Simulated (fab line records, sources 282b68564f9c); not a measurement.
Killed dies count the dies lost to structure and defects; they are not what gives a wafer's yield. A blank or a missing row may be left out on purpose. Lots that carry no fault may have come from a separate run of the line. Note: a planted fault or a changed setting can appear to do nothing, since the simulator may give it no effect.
fab line records + flow rit-cmos
record:
- lots: 5
- wafers: 27
route steps=202 shown SPACER@130 NSD@131 PSD@151 SDANNEAL@153 PLDD@159 NLDD@160 CONTACT@175 M1@200
start-h: the number of hours between the record's first day and the start of the first shown wafer of the lot + wait-h: time in hours since the lot's previous step + " identical to the entry in the row above + L1.1+2: a row that stands for several wafers + - no value present, or no start provided + * or withheld: withheld + < > ~ a bound
route shown NAME@n: NAME is a module with steps in the file, n the number in the route of the first one + usual: mean and standard deviation over wafers with no fault + same: alike in all rows + chamber/n: place in a boat + sites: per-site readings + _std_site: the standard deviation of these + _edge_site: the outer-site mean with the inner-site mean subtracted + radius-mm: how far each site lies from the wafer's centre + mask NAME#n: copy n + behind: the most recent tool/chamber to have shaped the wafer + hold: why the lot was held/for how many hours/how that ended + device: names the non-switching transistor (n, p or np) + end of line: at the end of the route, the tests of the same wafers + a step given without rows: its recipe and nothing more + killed: not the wafer's yield, but the dies lost to structure and defects at the first sort + map: the dies of a wafer, with x for killed, . for not killed, _ for no die there
set.NAME: the setting that was run; set.NAME@STEP: the one run at that earlier step + model.NAME: the simulator's own value behind a step, which no gauge read
lots run with intentionally changed settings; tables by step, rows by wafer
== steps ==
step: RIT_SPACER_ETCHBACK_05
recipe:
- target-depth-a: 2500
- SF6_flow_sccm: 30
- CHF3_flow_sccm: 30
- target: Si3N4
- chemistry: SF6/CHF3
- pressure-mtorr: 40
- rf-w: 250
- time-s: 240
- stop-on: SiO2
usual:
- oes-product-au: 0.846/0.018
| lot.wafer | tool        | chamber | start-h | wait-h | set.target-depth-a | oes-product-au | model.poly-Si_of_GATE_CVD_08.thk-nm | model.Si3N4_of_SPACER_CVD_03.thk-nm |
|-----------|-------------|---------|---------|--------|--------------------|----------------|-------------------------------------|-------------------------------------|
| L077.1    | rie-diel-02 | 3       | 87.92   | 0.1    | 2500               | 0.841          | 167.5                               | 196.1                               |
| L077.4    | "           | 1       | "       | "      | 2500               | 0.846          | 170.4                               | 196.9                               |
| L077.5    | "           | 0       | "       | "      | 2500               | 0.877          | 168.4                               | 197.1                               |
| L078.1    | rie-diel-02 | 2       | 97.32   | 0.1    | 1927               | 0.977          | 184.9                               | 203.8                               |
| L078.2    | "           | 3       | "       | "      | 1927               | 0.952          | 180.1                               | 202.7                               |
| L078.3    | "           | 1       | "       | "      | 2500               | 0.829          | 173.8                               | 195                                 |
| L078.4    | "           | 1       | "       | "      | 2500               | 0.841          | 174.5                               | 195.4                               |
| L078.5    | "           | 2       | "       | "      | 2500               | 0.840          | 172.5                               | 191.3                               |
| L078.6    | "           | 3       | "       | "      | 1927               | 0.959          | 182.3                               | 202                                 |
| L081.1    | rie-diel-02 | 1       | 106.36  | 0.1    | 1876               | 0.953          | 186.2                               | 204.8                               |
| L081.2    | "           | 2       | "       | "      | 1876               | 0.965          | 186.2                               | 201.7                               |
| L081.3    | "           | 3       | "       | "      | 2500               | 0.832          | 170.9                               | 193.4                               |
| L081.4    | "           | 2       | "       | "      | 2500               | 0.836          | 172.5                               | 193.2                               |
| L081.5    | "           | 3       | "       | "      | 2500               | 0.830          | 171.7                               | 191.7                               |
| L081.6    | "           | 1       | "       | "      | 1876               | 0.958          | 186.2                               | 205.8                               |
| L084.1    | rie-diel-01 | 0       | 122.25  | 0.1    | 3921               | 0.671          | 143.2                               | 170.3                               |
| L084.2    | "           | 2       | "       | "      | 2500               | 0.842          | 172.6                               | 197.4                               |
| L084.3    | "           | 1       | "       | "      | 2500               | 0.842          | 172.2                               | 197.1                               |
| L084.4    | "           | 3       | "       | "      | 3921               | 0.643          | 145.3                               | 173                                 |
| L084.5    | "           | 2       | "       | "      | 2500               | 0.838          | 174.4                               | 197                                 |
| L084.6    | "           | 3       | "       | "      | 3921               | 0.631          | 146                                 | 173.6                               |
| L083.1    | rie-diel-02 | 3       | 122.49  | 0.1    | 2500               | 0.819          | 167.6                               | 192.1                               |
| L083.2    | "           | 1       | "       | "      | 2500               | 0.836          | 169.4                               | 194.7                               |
| L083.3    | "           | 2       | "       | "      | 2500               | 0.836          | 169.6                               | 193.2                               |
| L083.4    | "           | 0       | "       | "      | 2500               | 0.837          | 167.8                               | 192.4                               |
| L083.5    | "           | 3       | "       | "      | 2500               | 0.828          | 170.4                               | 192.4                               |
| L083.6    | "           | 2       | "       | "      | 2500               | 0.847          | 169.9                               | 194.2                               |
step: RIT_NSD_HMDS_00
recipe:
- prime-time-s: 60
- prime-temp-c: 140
step: RIT_NSD_COAT_01
recipe:
- resist: NOVOLAK
- spin-rpm: 3250
- resist-thk-nm: 1000
step: RIT_PSD_STRIP_09
recipe:
- chemistry: O2
- time-s: 180
- resist: NOVOLAK
- platen-temp-c: withheld
- power-w: 500
- pressure-mtorr: 4000
- o2-flow-sccm: 4000
step: RIT_SDANNEAL_CLEAN_00
recipe:
- chemistry: SC1
- mix: 3:3:50
- time-s: 600
- temp-c: 75
| lot.wafer | tool         | chamber | start-h | wait-h | set.target-depth-a@SPACER_ETCHBACK_05 | model.SiO2_of_FOX2_OXIDATION_00.thk-nm |
|-----------|--------------|---------|---------|--------|---------------------------------------|----------------------------------------|
| L077.1    | wet-bench-03 | 2       | 91.22   | 0.1    | 2500                                  | 180.7                                  |
| L077.4    | "            | 2       | "       | "      | 2500                                  | 178.3                                  |
| L077.5    | "            | 2       | "       | "      | 2500                                  | 180.4                                  |
| L078.1    | wet-bench-04 | 3       | 100.59  | 0.1    | 1927                                  | 182.3                                  |
| L078.2    | "            | 3       | "       | "      | 1927                                  | 179.5                                  |
| L078.3    | "            | 3       | "       | "      | 2500                                  | 173.1                                  |
| L078.4    | "            | 3       | "       | "      | 2500                                  | 174.8                                  |
| L078.5    | "            | 3       | "       | "      | 2500                                  | 173.3                                  |
| L078.6    | "            | 3       | "       | "      | 1927                                  | 183.5                                  |
| L081.1    | wet-bench-02 | 3       | 109.66  | 0.1    | 1876                                  | 190.7                                  |
| L081.2    | "            | 3       | "       | "      | 1876                                  | 189.5                                  |
| L081.3    | "            | 3       | "       | "      | 2500                                  | 175.4                                  |
| L081.4    | "            | 3       | "       | "      | 2500                                  | 182.5                                  |
| L081.5    | "            | 3       | "       | "      | 2500                                  | 177.1                                  |
| L081.6    | "            | 3       | "       | "      | 1876                                  | 191.8                                  |
| L084.1    | wet-bench-03 | 2       | 125.94  | 0.1    | 3921                                  | 162.6                                  |
| L084.2    | "            | 2       | "       | "      | 2500                                  | 179.2                                  |
| L084.3+5  | "            | 2       | "       | "      | 2500                                  | 182.8                                  |
| L084.4    | "            | 2       | "       | "      | 3921                                  | 156.3                                  |
| L084.6    | "            | 2       | "       | "      | 3921                                  | 155.1                                  |
| L083.1    | wet-bench-02 | 2       | 126.09  | 0.1    | 2500                                  | 173.7                                  |
| L083.2    | "            | 2       | "       | "      | 2500                                  | 169.4                                  |
| L083.3    | "            | 2       | "       | "      | 2500                                  | 175.9                                  |
| L083.4    | "            | 2       | "       | "      | 2500                                  | 171.1                                  |
| L083.5    | "            | 2       | "       | "      | 2500                                  | 172.5                                  |
| L083.6    | "            | 2       | "       | "      | 2500                                  | 169.9                                  |
step: RIT_SDANNEAL_RTA_03
recipe:
- temp-c: 1050
- time-s: 5
- idle-temp-c: 600
- ramp-up-c-per-s: 342
- ramp-down-c-per-s: 171
- cool-to-c: 600
- ambient: N2
| lot.wafer  | tool          | chamber | start-h | wait-h | set.time-s |
|------------|---------------|---------|---------|--------|------------|
| L077.1+4+5 | rtp-anneal-01 | 0       | 91.58   | 0.0    | 5          |
| L078.1+5+6 | rtp-anneal-02 | 0       | 100.96  | 0.0    | 5          |
| L078.2+3+4 | "             | 0       | "       | "      | 7.712      |
| L081.1+2+5 | rtp-anneal-02 | 0       | 110.06  | 0.0    | 5          |
| L081.3+4+6 | "             | 0       | "       | "      | 6.062      |
| L084.1+3+5 | rtp-anneal-01 | 0       | 126.31  | 0.0    | 3.607      |
| L084.2+4+6 | "             | 0       | "       | "      | 5          |
| L083.1+3+6 | rtp-anneal-02 | 0       | 126.49  | 0.0    | 7.683      |
| L083.2+4+5 | "             | 0       | "       | "      | 5          |
step: RIT_SDANNEAL_RS_MEAS_04
recipe:
- thk-meas-gauge: four-point-probe
usual:
- PSD_RS: 114.73/0.27
| lot.wafer | tool          | chamber | start-h | wait-h | set.time-s@SDANNEAL_RTA_03 | PSD_RS[ohm/sq] |
|-----------|---------------|---------|---------|--------|----------------------------|----------------|
| L077.1    | film-metro-02 | -       | 91.64   | 0.0    | 5                          | 114.51         |
| L077.4    | "             | -       | "       | "      | 5                          | 114.74         |
| L077.5    | "             | -       | "       | "      | 5                          | 114.84         |
| L078.1    | film-metro-01 | -       | 101.01  | 0.0    | 5                          | 115.07         |
| L078.2    | "             | -       | "       | "      | 7.712                      | 108.06         |
| L078.3    | "             | -       | "       | "      | 7.712                      | 108.16         |
| L078.4    | "             | -       | "       | "      | 7.712                      | 108.17         |
| L078.5    | "             | -       | "       | "      | 5                          | 114.51         |
| L078.6    | "             | -       | "       | "      | 5                          | 114.98         |
| L081.1    | film-metro-02 | -       | 110.12  | 0.0    | 5                          | 114.69         |
| L081.2    | "             | -       | "       | "      | 5                          | 114.79         |
| L081.3    | "             | -       | "       | "      | 6.062                      | 111.73         |
| L081.4    | "             | -       | "       | "      | 6.062                      | 111.57         |
| L081.5    | "             | -       | "       | "      | 5                          | 114.50         |
| L081.6    | "             | -       | "       | "      | 6.062                      | 112.16         |
| L084.1    | film-metro-04 | -       | 126.37  | 0.0    | 3.607                      | 118.82         |
| L084.2    | "             | -       | "       | "      | 5                          | 114.72         |
| L084.3    | "             | -       | "       | "      | 3.607                      | 119.07         |
| L084.4    | "             | -       | "       | "      | 5                          | 115.01         |
| L084.5    | "             | -       | "       | "      | 3.607                      | 118.79         |
| L084.6    | "             | -       | "       | "      | 5                          | 114.54         |
| L083.1    | film-metro-01 | -       | 126.55  | 0.0    | 7.683                      | 108.37         |
| L083.2    | "             | -       | "       | "      | 5                          | 114.54         |
| L083.3    | "             | -       | "       | "      | 7.683                      | 108.66         |
| L083.4    | "             | -       | "       | "      | 5                          | 114.64         |
| L083.5    | "             | -       | "       | "      | 5                          | 115.08         |
| L083.6    | "             | -       | "       | "      | 7.683                      | 108.24         |
step: RIT_SDANNEAL_RS_MEAS_05
recipe:
- thk-meas-gauge: four-point-probe
usual:
- NSD_RS: 84.51/0.26
| lot.wafer | tool          | chamber | start-h | wait-h | set.time-s@SDANNEAL_RTA_03 | NSD_RS[ohm/sq] |
|-----------|---------------|---------|---------|--------|----------------------------|----------------|
| L077.1    | film-metro-02 | -       | 91.76   | 0.1    | 5                          | 84.69          |
| L077.4    | "             | -       | "       | "      | 5                          | 84.79          |
| L077.5    | "             | -       | "       | "      | 5                          | 84.56          |
| L078.1    | film-metro-01 | -       | 101.13  | 0.1    | 5                          | 84.52          |
| L078.2    | "             | -       | "       | "      | 7.712                      | 83.31          |
| L078.3    | "             | -       | "       | "      | 7.712                      | 83.18          |
| L078.4    | "             | -       | "       | "      | 7.712                      | 83.08          |
| L078.5    | "             | -       | "       | "      | 5                          | 84.39          |
| L078.6    | "             | -       | "       | "      | 5                          | 84.27          |
| L081.1    | film-metro-02 | -       | 110.24  | 0.1    | 5                          | 84.83          |
| L081.2    | "             | -       | "       | "      | 5                          | 84.78          |
| L081.3    | "             | -       | "       | "      | 6.062                      | 84.10          |
| L081.4    | "             | -       | "       | "      | 6.062                      | 84.31          |
| L081.5    | "             | -       | "       | "      | 5                          | 84.70          |
| L081.6    | "             | -       | "       | "      | 6.062                      | 84.39          |
| L084.1    | film-metro-04 | -       | 126.49  | 0.1    | 3.607                      | 85.30          |
| L084.2    | "             | -       | "       | "      | 5                          | 84.70          |
| L084.3    | "             | -       | "       | "      | 3.607                      | 85.43          |
| L084.4    | "             | -       | "       | "      | 5                          | 84.50          |
| L084.5    | "             | -       | "       | "      | 3.607                      | 85.26          |
| L084.6    | "             | -       | "       | "      | 5                          | 84.86          |
| L083.1    | film-metro-01 | -       | 126.67  | 0.1    | 7.683                      | 83.32          |
| L083.2    | "             | -       | "       | "      | 5                          | 84.17          |
| L083.3    | "             | -       | "       | "      | 7.683                      | 83.15          |
| L083.4    | "             | -       | "       | "      | 5                          | 84.42          |
| L083.5    | "             | -       | "       | "      | 5                          | 84.66          |
| L083.6    | "             | -       | "       | "      | 7.683                      | 83.23          |
step: RIT_SDANNEAL_RS_MEAS_06
recipe:
- thk-meas-gauge: four-point-probe
usual:
- PLDD_RS: 176.5/0.41
| lot.wafer | tool          | chamber | start-h | wait-h | set.time-s@SDANNEAL_RTA_03 | PLDD_RS[ohm/sq] |
|-----------|---------------|---------|---------|--------|----------------------------|-----------------|
| L077.1    | film-metro-02 | -       | 91.88   | 0.1    | 5                          | 176.3           |
| L077.4    | "             | -       | "       | "      | 5                          | 176.1           |
| L077.5    | "             | -       | "       | "      | 5                          | 176.8           |
| L078.1    | film-metro-01 | -       | 101.25  | 0.1    | 5                          | 176.4           |
| L078.2    | "             | -       | "       | "      | 7.712                      | 169.4           |
| L078.3    | "             | -       | "       | "      | 7.712                      | 169.8           |
| L078.4    | "             | -       | "       | "      | 7.712                      | 170.1           |
| L078.5    | "             | -       | "       | "      | 5                          | 176.4           |
| L078.6    | "             | -       | "       | "      | 5                          | 176.2           |
| L081.1    | film-metro-02 | -       | 110.36  | 0.1    | 5                          | 176.6           |
| L081.2    | "             | -       | "       | "      | 5                          | 176.1           |
| L081.3    | "             | -       | "       | "      | 6.062                      | 172.9           |
| L081.4    | "             | -       | "       | "      | 6.062                      | 173.3           |
| L081.5    | "             | -       | "       | "      | 5                          | 176.7           |
| L081.6    | "             | -       | "       | "      | 6.062                      | 173.8           |
| L084.1    | film-metro-04 | -       | 126.61  | 0.1    | 3.607                      | 181.6           |
| L084.2    | "             | -       | "       | "      | 5                          | 176.4           |
| L084.3    | "             | -       | "       | "      | 3.607                      | 181.9           |
| L084.4    | "             | -       | "       | "      | 5                          | 176.4           |
| L084.5    | "             | -       | "       | "      | 3.607                      | 181.3           |
| L084.6    | "             | -       | "       | "      | 5                          | 177.0           |
| L083.1    | film-metro-01 | -       | 126.79  | 0.1    | 7.683                      | 170.1           |
| L083.2    | "             | -       | "       | "      | 5                          | 176.5           |
| L083.3    | "             | -       | "       | "      | 7.683                      | 170.6           |
| L083.4    | "             | -       | "       | "      | 5                          | 176.7           |
| L083.5    | "             | -       | "       | "      | 5                          | 177.3           |
| L083.6    | "             | -       | "       | "      | 7.683                      | 170.4           |
step: RIT_SDANNEAL_RS_MEAS_07
recipe:
- thk-meas-gauge: four-point-probe
usual:
- NLDD_RS: 151.4/0.48
| lot.wafer | tool          | chamber | start-h | wait-h | set.time-s@SDANNEAL_RTA_03 | NLDD_RS[ohm/sq] |
|-----------|---------------|---------|---------|--------|----------------------------|-----------------|
| L077.1    | film-metro-02 | -       | 92.00   | 0.1    | 5                          | 151.2           |
| L077.4    | "             | -       | "       | "      | 5                          | 151.5           |
| L077.5    | "             | -       | "       | "      | 5                          | 151.4           |
| L078.1    | film-metro-01 | -       | 101.37  | 0.1    | 5                          | 151.4           |
| L078.2    | "             | -       | "       | "      | 7.712                      | 150.2           |
| L078.3    | "             | -       | "       | "      | 7.712                      | 149.4           |
| L078.4    | "             | -       | "       | "      | 7.712                      | 150.2           |
| L078.5    | "             | -       | "       | "      | 5                          | 151.2           |
| L078.6    | "             | -       | "       | "      | 5                          | 150.4           |
| L081.1    | film-metro-02 | -       | 110.48  | 0.1    | 5                          | 152.0           |
| L081.2    | "             | -       | "       | "      | 5                          | 151.9           |
| L081.3    | "             | -       | "       | "      | 6.062                      | 151.1           |
| L081.4    | "             | -       | "       | "      | 6.062                      | 151.0           |
| L081.5    | "             | -       | "       | "      | 5                          | 151.8           |
| L081.6    | "             | -       | "       | "      | 6.062                      | 151.2           |
| L084.1    | film-metro-04 | -       | 126.73  | 0.1    | 3.607                      | 151.3           |
| L084.2    | "             | -       | "       | "      | 5                          | 150.8           |
| L084.3    | "             | -       | "       | "      | 3.607                      | 151.7           |
| L084.4    | "             | -       | "       | "      | 5                          | 151.3           |
| L084.5    | "             | -       | "       | "      | 3.607                      | 152.0           |
| L084.6    | "             | -       | "       | "      | 5                          | 151.4           |
| L083.1    | film-metro-01 | -       | 126.91  | 0.1    | 7.683                      | 150.4           |
| L083.2    | "             | -       | "       | "      | 5                          | 151.5           |
| L083.3    | "             | -       | "       | "      | 7.683                      | 150.3           |
| L083.4    | "             | -       | "       | "      | 5                          | 151.6           |
| L083.5    | "             | -       | "       | "      | 5                          | 151.5           |
| L083.6    | "             | -       | "       | "      | 7.683                      | 150.4           |
step: RIT_CONTACT_DEVELOP_07
recipe:
- resist: NOVOLAK
- develop-time-s: 120
- dev-temp-c: 23
| lot.wafer        | tool           | chamber | start-h | wait-h | set.develop-time-s |
|------------------|----------------|---------|---------|--------|--------------------|
| L077.1+4+5       | litho-track-01 | 0       | -       | -      | 120                |
| L078.1+3+4       | litho-track-02 | 0       | -       | -      | 120                |
| L078.2+5+6       | "              | 0       | "       | "      | 154.1              |
| L081.1+2+3+4+5+6 | litho-track-03 | 0       | -       | -      | 120                |
| L084.1+4+5       | litho-track-03 | 0       | -       | -      | 182.6              |
| L084.2+3+6       | "              | 0       | "       | "      | 120                |
| L083.1+2+6       | litho-track-01 | 0       | -       | -      | 120                |
| L083.3+4+5       | "              | 0       | "       | "      | 141.2              |
step: RIT_CONTACT_CD_MEAS_08
recipe:
- target-cd-nm: 1000
usual:
- cd-nm: 999.7/2.4
| lot.wafer | tool      | chamber | start-h | wait-h | set.develop-time-s@CONTACT_DEVELOP_07 | cd-nm  |
|-----------|-----------|---------|---------|--------|---------------------------------------|--------|
| L077.1    | cd-sem-02 | -       | 93.84   | -      | 120                                   | 999.5  |
| L077.4    | "         | -       | "       | "      | 120                                   | 999.5  |
| L077.5    | "         | -       | "       | "      | 120                                   | 1000.5 |
| L078.1    | cd-sem-01 | -       | 103.39  | -      | 120                                   | 999.1  |
| L078.2    | "         | -       | "       | "      | 154.1                                 | 1016.8 |
| L078.3    | "         | -       | "       | "      | 120                                   | 1000.7 |
| L078.4    | "         | -       | "       | "      | 120                                   | 1001.1 |
| L078.5    | "         | -       | "       | "      | 154.1                                 | 1018.1 |
| L078.6    | "         | -       | "       | "      | 154.1                                 | 1019.3 |
| L081.1    | cd-sem-01 | -       | 112.45  | -      | 120                                   | 1002.8 |
| L081.2    | "         | -       | "       | "      | 120                                   | 1001.9 |
| L081.3    | "         | -       | "       | "      | 120                                   | 999.5  |
| L081.4    | "         | -       | "       | "      | 120                                   | 999.0  |
| L081.5    | "         | -       | "       | "      | 120                                   | 1001.8 |
| L081.6    | "         | -       | "       | "      | 120                                   | 1001.8 |
| L084.1    | cd-sem-02 | -       | 128.51  | -      | 182.6                                 | 1036.2 |
| L084.2    | "         | -       | "       | "      | 120                                   | 1001.8 |
| L084.3    | "         | -       | "       | "      | 120                                   | 1001.5 |
| L084.4    | "         | -       | "       | "      | 182.6                                 | 1035.3 |
| L084.5    | "         | -       | "       | "      | 182.6                                 | 1034.3 |
| L084.6    | "         | -       | "       | "      | 120                                   | 1004.0 |
| L083.1    | cd-sem-01 | -       | 128.64  | -      | 120                                   | 1001.2 |
| L083.2    | "         | -       | "       | "      | 120                                   | 997.9  |
| L083.3    | "         | -       | "       | "      | 141.2                                 | 1012.2 |
| L083.4    | "         | -       | "       | "      | 141.2                                 | 1011.1 |
| L083.5    | "         | -       | "       | "      | 141.2                                 | 1011.0 |
| L083.6    | "         | -       | "       | "      | 120                                   | 1000.3 |
step: RIT_CONTACT_HARDBAKE_10
recipe:
- resist: NOVOLAK
- temp-c: 140
- time-s: 60
step: RIT_CONTACT_ETCH_11
recipe:
- target-depth-a: 4800
- over-etch-frac: 0.2
- stop-on: TiSi2
- chemistry: CHF3/CF4/Ar
- target: SiO2
- CHF3_flow_sccm: 50
- cf4-flow-sccm: 10
- Ar_flow_sccm: 100
- O2_flow_sccm: 5
- pressure-mtorr: 100
- rf-w: 200
- time-s: 320
| lot.wafer  | tool        | chamber | start-h | wait-h | set.develop-time-s@CONTACT_DEVELOP_07 | model.CONTACT.cd-nm |
|------------|-------------|---------|---------|--------|---------------------------------------|---------------------|
| L077.1     | rie-diel-03 | 1       | 94.15   | 0.1    | 120                                   | 999.8               |
| L077.4     | "           | 0       | "       | "      | 120                                   | 999.7               |
| L077.5     | "           | 1       | "       | "      | 120                                   | 1000                |
| L078.1     | rie-diel-03 | 2       | 103.69  | 0.1    | 120                                   | 999.7               |
| L078.2     | "           | 1       | "       | "      | 154.1                                 | 1017                |
| L078.3     | "           | 3       | "       | "      | 120                                   | -                   |
| L078.4     | "           | 0       | "       | "      | 120                                   | 1001                |
| L078.5     | "           | 0       | "       | "      | 154.1                                 | 1019                |
| L078.6     | "           | 1       | "       | "      | 154.1                                 | 1020                |
| L081.1     | rie-diel-04 | 0       | 112.76  | 0.1    | 120                                   | 1003                |
| L081.2+5+6 | "           | 2,3,2   | "       | "      | 120                                   | 1002                |
| L081.3     | "           | 1       | "       | "      | 120                                   | 999.7               |
| L081.4     | "           | 3       | "       | "      | 120                                   | 998.5               |
| L084.1     | rie-diel-03 | 2       | 128.81  | 0.1    | 182.6                                 | 1036                |
| L084.2     | "           | 1       | "       | "      | 120                                   | 1002                |
| L084.3     | "           | 3       | "       | "      | 120                                   | 1001                |
| L084.4     | "           | 3       | "       | "      | 182.6                                 | 1035                |
| L084.5     | "           | 1       | "       | "      | 182.6                                 | 1034                |
| L084.6     | "           | 2       | "       | "      | 120                                   | 1004                |
| L083.1     | rie-diel-04 | 0       | 128.96  | 0.1    | 120                                   | 1001                |
| L083.2     | "           | 3       | "       | "      | 120                                   | 997.6               |
| L083.3     | "           | 1       | "       | "      | 141.2                                 | 1012                |
| L083.4+5   | "           | 2,3     | "       | "      | 141.2                                 | 1011                |
| L083.6     | "           | 0       | "       | "      | 120                                   | 1000                |
step: RIT_CONTACT_STRIP_12
recipe:
- chemistry: O2
- time-s: 180
- resist: NOVOLAK
- platen-temp-c: withheld
- power-w: 500
- pressure-mtorr: 4000
- o2-flow-sccm: 4000
step: RIT_CONTACT_CD_MEAS_90
recipe:
- target-cd-nm: 1000
usual:
- cd-nm: 999.6/2.4
| lot.wafer | tool      | chamber | start-h | wait-h | set.develop-time-s@CONTACT_DEVELOP_07 | cd-nm  |
|-----------|-----------|---------|---------|--------|---------------------------------------|--------|
| L077.1    | cd-sem-01 | -       | 94.52   | 0.1    | 120                                   | 999.7  |
| L077.4    | "         | -       | "       | "      | 120                                   | 999.9  |
| L077.5    | "         | -       | "       | "      | 120                                   | 1000.3 |
| L078.1    | cd-sem-01 | -       | 104.06  | 0.1    | 120                                   | 1000.0 |
| L078.2    | "         | -       | "       | "      | 154.1                                 | 1016.7 |
| L078.3    | "         | -       | "       | "      | 120                                   | 1000.3 |
| L078.4    | "         | -       | "       | "      | 120                                   | 1001.5 |
| L078.5    | "         | -       | "       | "      | 154.1                                 | 1018.6 |
| L078.6    | "         | -       | "       | "      | 154.1                                 | 1019.4 |
| L081.1    | cd-sem-02 | -       | 113.13  | 0.1    | 120                                   | 1002.8 |
| L081.2    | "         | -       | "       | "      | 120                                   | 1002.0 |
| L081.3    | "         | -       | "       | "      | 120                                   | 999.7  |
| L081.4    | "         | -       | "       | "      | 120                                   | 998.6  |
| L081.5    | "         | -       | "       | "      | 120                                   | 1001.9 |
| L081.6    | "         | -       | "       | "      | 120                                   | 1001.4 |
| L084.1    | cd-sem-02 | -       | 129.18  | 0.1    | 182.6                                 | 1035.7 |
| L084.2    | "         | -       | "       | "      | 120                                   | 1001.8 |
| L084.3    | "         | -       | "       | "      | 120                                   | 1001.3 |
| L084.4    | "         | -       | "       | "      | 182.6                                 | 1034.8 |
| L084.5    | "         | -       | "       | "      | 182.6                                 | 1034.6 |
| L084.6    | "         | -       | "       | "      | 120                                   | 1003.8 |
| L083.1    | cd-sem-01 | -       | 129.33  | 0.1    | 120                                   | 1000.6 |
| L083.2    | "         | -       | "       | "      | 120                                   | 997.6  |
| L083.3    | "         | -       | "       | "      | 141.2                                 | 1012.0 |
| L083.4    | "         | -       | "       | "      | 141.2                                 | 1010.7 |
| L083.5    | "         | -       | "       | "      | 141.2                                 | 1010.9 |
| L083.6    | "         | -       | "       | "      | 120                                   | 1000.2 |
step: RIT_M1_ANNEAL_15
recipe:
- temp-c: 450
- time-s: 1800
- ambient: forming_gas_H2N2
| lot.wafer        | tool       | chamber | start-h | wait-h | set.time-s |
|------------------|------------|---------|---------|--------|------------|
| L077.1+4+5       | furnace-02 | 0       | 97.60   | 0.1    | 1800       |
| L078.1+2+3+4+5+6 | -          | -       | -       | 0.1    | 720.7      |
| L081.1+2+3+4+5+6 | -          | -       | -       | 0.4    | 1800       |
| L084.1+2+3+4+5+6 | -          | -       | -       | 0.1    | 2347       |
| L083.1+2+3+4+5+6 | -          | -       | -       | 1.3    | 2799       |
step: RIT_M1_PROBE_99
| lot.wafer | tool      | chamber | start-h | wait-h | set.time-s@SDANNEAL_RTA_03 | model.etest.pmos_0p15.r-on-ohm-um |
|-----------|-----------|---------|---------|--------|----------------------------|-----------------------------------|
| L077.1    | prober-02 | -       | 99.22   | 0.1    | 5                          | 2868                              |
| L077.4    | prober-02 | -       | 99.37   | 0.2    | 5                          | 2809                              |
| L077.5    | prober-02 | -       | 99.42   | 0.2    | 5                          | 2857                              |
| L078.1    | prober-01 | -       | 108.84  | 0.1    | 5                          | 2614                              |
| L078.2    | prober-01 | -       | 108.89  | 0.1    | 7.712                      | 2310                              |
| L078.5    | prober-01 | -       | 109.04  | 0.2    | 5                          | 2736                              |
| L078.6    | prober-01 | -       | 109.09  | 0.2    | 5                          | 2640                              |
| L081.1    | prober-01 | -       | 118.05  | 0.1    | 5                          | -                                 |
| L081.3    | prober-01 | -       | 118.15  | 0.2    | 6.062                      | 2660                              |
| L081.4    | prober-01 | -       | 118.20  | 0.2    | 6.062                      | 2640                              |
| L081.5    | prober-01 | -       | 118.25  | 0.2    | 5                          | 2769                              |
| L081.6    | prober-01 | -       | 118.30  | 0.2    | 6.062                      | -                                 |
| L084.1    | prober-02 | -       | 134.44  | 0.1    | 3.607                      | -                                 |
| L084.2    | prober-02 | -       | 134.49  | 0.1    | 5                          | 2831                              |
| L084.3    | prober-02 | -       | 134.54  | 0.2    | 3.607                      | 3008                              |
| L084.4+6  | prober-02 | -       | 134.59  | 0.2    | 5                          | -                                 |
| L084.5    | prober-02 | -       | 134.64  | 0.2    | 3.607                      | 3053                              |
| L083.2    | prober-01 | -       | 135.99  | 0.1    | 5                          | 2644                              |
| L083.4    | prober-01 | -       | 136.09  | 0.2    | 5                          | 2732                              |
| L083.5    | prober-01 | -       | 136.14  | 0.2    | 5                          | 2680                              |
killed by level:class
L077.1 FOX1:geometric-particle:open=1 GATE:geometric-particle:open=1 REOX:geometric-particle:open=1
L077.4 GATE:geometric-particle:open=1 REOX:geometric-particle:open=1
L077.5 GATE:geometric-particle:open=2 SPACER:geometric-particle:short=2 REOX:geometric-particle:open=1
== key ==
split:
- step: RIT_SPACER_ETCHBACK_05
- setting: target-depth-a
- stated: 2500
- by: wafer
response:
- step: RIT_SPACER_ETCHBACK_05
- reading: oes-product-au
- change: -0.00388
- per: 1%
- r: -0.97
response:
- step: RIT_SPACER_ETCHBACK_05
- reading: model.poly-Si_of_GATE_CVD_08.thk-nm
- change: -0.495
- per: 1%
- r: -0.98
response:
- step: RIT_SPACER_ETCHBACK_05
- reading: model.Si3N4_of_SPACER_CVD_03.thk-nm
- change: -0.434
- per: 1%
- r: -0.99
response:
- step: RIT_SDANNEAL_CLEAN_00
- reading: model.SiO2_of_FOX2_OXIDATION_00.thk-nm
- change: -0.419
- per: 1%
- r: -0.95
split:
- step: RIT_SDANNEAL_RTA_03
- setting: time-s
- stated: 5
- by: wafer
response:
- step: RIT_SDANNEAL_RS_MEAS_04
- reading: PSD_RS
- change: -0.125
- per: 1%
- r: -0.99
response:
- step: RIT_SDANNEAL_RS_MEAS_05
- reading: NSD_RS
- change: -0.0223
- per: 1%
- r: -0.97
response:
- step: RIT_SDANNEAL_RS_MEAS_06
- reading: PLDD_RS
- change: -0.129
- per: 1%
- r: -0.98
response:
- step: RIT_SDANNEAL_RS_MEAS_07
- reading: NLDD_RS
- change: -0.0211
- per: 1%
- r: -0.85
response:
- step: RIT_M1_PROBE_99
- reading: model.etest.pmos_0p15.r-on-ohm-um
- change: -6.54
- per: 1%
- r: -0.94
split:
- step: RIT_CONTACT_DEVELOP_07
- setting: develop-time-s
- stated: 120
- by: wafer
response:
- step: RIT_CONTACT_CD_MEAS_08
- reading: cd-nm
- change: +0.631
- per: 1%
- r: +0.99
response:
- step: RIT_CONTACT_ETCH_11
- reading: model.CONTACT.cd-nm
- change: +0.63
- per: 1%
- r: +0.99
response:
- step: RIT_CONTACT_CD_MEAS_90
- reading: cd-nm
- change: +0.629
- per: 1%
- r: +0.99
split:
- step: RIT_M1_ANNEAL_15
- setting: time-s
- stated: 1800
- by: lot
response none clear
